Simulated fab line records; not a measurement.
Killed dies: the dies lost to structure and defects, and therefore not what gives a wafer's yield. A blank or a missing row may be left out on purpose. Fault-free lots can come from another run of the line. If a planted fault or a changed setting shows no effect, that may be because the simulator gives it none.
Which tool is to blame? ; flow berkeley_cmos170 ; 14 lots, 42 wafers sampled, at 4 steps of a route of 331

## WHAT THE GAUGES READ, wafer by wafer
UCB170_GATE_THK_MEAS_02.
lot;measured;on;GATE_OXIDE_THK (nm)
L585;day 6 09:48;film_metro-02;6.32 6.29 6.54
L586;day 6 09:55;film_metro-04;6.58 6.52 6.40
L587;day 6 09:50;film_metro-02;6.55 6.58 6.56
L588;day 7 10:35;film_metro-01;6.59 6.67 6.71
L589;day 7 10:33;film_metro-04;6.59 6.69 6.67
L590;day 7 10:37;film_metro-02;6.63 6.75 6.57
L591;day 7 10:33;film_metro-02;6.66 6.64 6.72
L592;day 8 05:19;film_metro-02;8.95 8.80 8.81
L593;day 8 05:23;film_metro-01;8.81 8.83 8.90
L594;day 8 05:19;film_metro-01;8.74 8.87 8.79
L598;day 9 04:40;film_metro-04;6.59 6.43 6.55
L606;day 11 15:14;film_metro-04;6.61 6.60 6.60
L607;day 11 15:10;film_metro-01;6.86 6.81 6.74
L608;day 11 15:10;film_metro-04;6.76 6.79 6.89

UCB170_SDANNEAL_RS_MEAS_03: the measuring method here is four-point-probe.
lot;measured;on;NSD_RS (ohm/sq)
L585;day 7 13:56;film_metro-04;37.37 37.36 37.34
L586;day 7 14:29;film_metro-03;37.38 37.20 37.28
L587;day 7 14:37;film_metro-04;37.32 37.24 37.42
L588;day 8 14:25;film_metro-04;37.37 37.27 37.23
L589;day 8 14:41;film_metro-03;37.22 37.22 37.31
L590;day 8 15:33;film_metro-04;37.23 37.35 37.32
L591;day 8 14:59;film_metro-01;37.29 37.22 37.27
L592;day 9 10:22;film_metro-03;37.20 37.25 37.31
L593;day 9 10:22;film_metro-04;37.37 37.22 37.24
L594;day 9 10:28;film_metro-01;37.34 37.32 37.25
L598;day 10 07:57;film_metro-04;37.21 37.34 37.33
L606;day 13 00:31;film_metro-03;37.38 37.40 37.32
L607;day 12 23:29;film_metro-04;37.21 37.29 37.22
L608;day 13 00:31;film_metro-01;37.22 37.31 37.18

## WHAT TOOL EACH LOT RAN ON (gives the tool, then ch and the chambers of the sampled wafers, and finally the start)
lot;UCB170_GATE_OXIDATION_01;UCB170_SDANNEAL_RTA_01
L585;furnace-04 ch 0, day 6 08:17;rtp_anneal-02 ch 0, day 7 13:44
L586;furnace-04 ch 0, day 6 08:17;rtp_anneal-01 ch 0, day 7 14:17
L587;furnace-04 ch 0, day 6 08:17;rtp_anneal-02 ch 0, day 7 14:26
L588;furnace-01 ch 0, day 7 09:03;rtp_anneal-02 ch 0, day 8 14:13
L589;furnace-01 ch 0, day 7 09:03;rtp_anneal-01 ch 0, day 8 14:31
L590;furnace-01 ch 0, day 7 09:03;rtp_anneal-02 ch 0, day 8 15:22
L591;furnace-01 ch 0, day 7 09:03;rtp_anneal-02 ch 0, day 8 14:49
L592;furnace-01 ch 0, day 8 03:49;rtp_anneal-02 ch 0, day 9 10:11
L593;furnace-01 ch 0, day 8 03:49;rtp_anneal-01 ch 0, day 9 10:11
L594;furnace-01 ch 0, day 8 03:49;rtp_anneal-01 ch 0, day 9 10:17
L598;furnace-02 ch 0, day 9 03:10;rtp_anneal-02 ch 0, day 10 07:44
L606;furnace-01 ch 0, day 11 13:40;rtp_anneal-02 ch 0, day 13 00:19
L607;furnace-01 ch 0, day 11 13:40;rtp_anneal-02 ch 0, day 12 23:17
L608;furnace-01 ch 0, day 11 13:40;rtp_anneal-01 ch 0, day 13 00:19
- UCB170_GATE_OXIDATION_01: target thk 6.6 nm, ox time 1800 s.
- UCB170_SDANNEAL_RTA_01: time 5 s.

## AS READ BY THE TOOLS THEMSELVES (means over the sampled wafers that have a number; for cases with no such wafer, the mark the record gives instead)
UCB170_GATE_OXIDATION_01.
lot;tool;tube_center_temp_C (C);zone_power_source_pct (%)
L585;furnace-04;849.96;23.9
L586;furnace-04;849.99;23.8
L587;furnace-04;849.99;24.1
L588;furnace-01;850.01;21.3
L589;furnace-01;849.97;20.9
L590;furnace-01;849.97;21.1
L591;furnace-01;849.98;21.3
L592;furnace-01;849.94;20.9
L593;furnace-01;849.98;21.0
L594;furnace-01;849.98;21.1
L598;furnace-02;849.96;23.6
L606;furnace-01;850.05;21.2
L607;furnace-01;849.99;21.0
L608;furnace-01;850.05;21.2

UCB170_SDANNEAL_RTA_01.
lot;tool;chamber_o2_ppm;lamp_power_pct (%);wafer_temp_C_max
L585;rtp_anneal-02;2.012;33;1055.2
L586;rtp_anneal-01;2.006;41;1056.1
L587;rtp_anneal-02;2.012;33;1056.6
L588;rtp_anneal-02;1.976;33;1055.5
L589;rtp_anneal-01;2.020;41;1054.6
L590;rtp_anneal-02;2.000;33;1055.3
L591;rtp_anneal-02;2.022;33;1054.9
L592;rtp_anneal-02;1.990;33;1055.0
L593;rtp_anneal-01;2.001;41;1056.8
L594;rtp_anneal-01;1.989;41;1054.6
L598;rtp_anneal-02;1.992;33;1054.4
L606;rtp_anneal-02;2.021;33;1055.8
L607;rtp_anneal-02;1.987;33;1056.4
L608;rtp_anneal-01;1.993;41;1053.8

## THE ANSWER, worked out from the rows above alone
Rule: what is usual is taken from the lots themselves. The widest of any qualifying gaps counts: lots, ordered by their means at a reading, are off when they make up no more than a third of the lots, leave a main group of 4 or more, and stand apart from it by 3 or more times the standard deviation of that group's means. If all means in a main group match to the digits the tables above print for the reading, that group is not used. Also off: a lot with no number at a reading for which 4 or more lots have one. The other lots that the step has rows for count as sound. After the gauges, taken in route order, come the tools' own readings; for these a lot's mean is taken, as printed above. The first step at which some lot is off is used, and at that step the reading that is off furthest; a lot without a number counts as furthest.
Off: L592, L593, L594, at UCB170_GATE_THK_MEAS_02 (GATE_OXIDE_THK). For the main group the mean is 6.62 nm and the standard deviation 0.12.
A tool fits if, at a process step before that reading, it ran every lot that is off, and no sound lot after the first of them. Those tools and the gauges at UCB170_GATE_THK_MEAS_02 are tried in the same way. Not one of the candidates tried fits.

## WHAT THE SIMULATOR HAD INSERTED
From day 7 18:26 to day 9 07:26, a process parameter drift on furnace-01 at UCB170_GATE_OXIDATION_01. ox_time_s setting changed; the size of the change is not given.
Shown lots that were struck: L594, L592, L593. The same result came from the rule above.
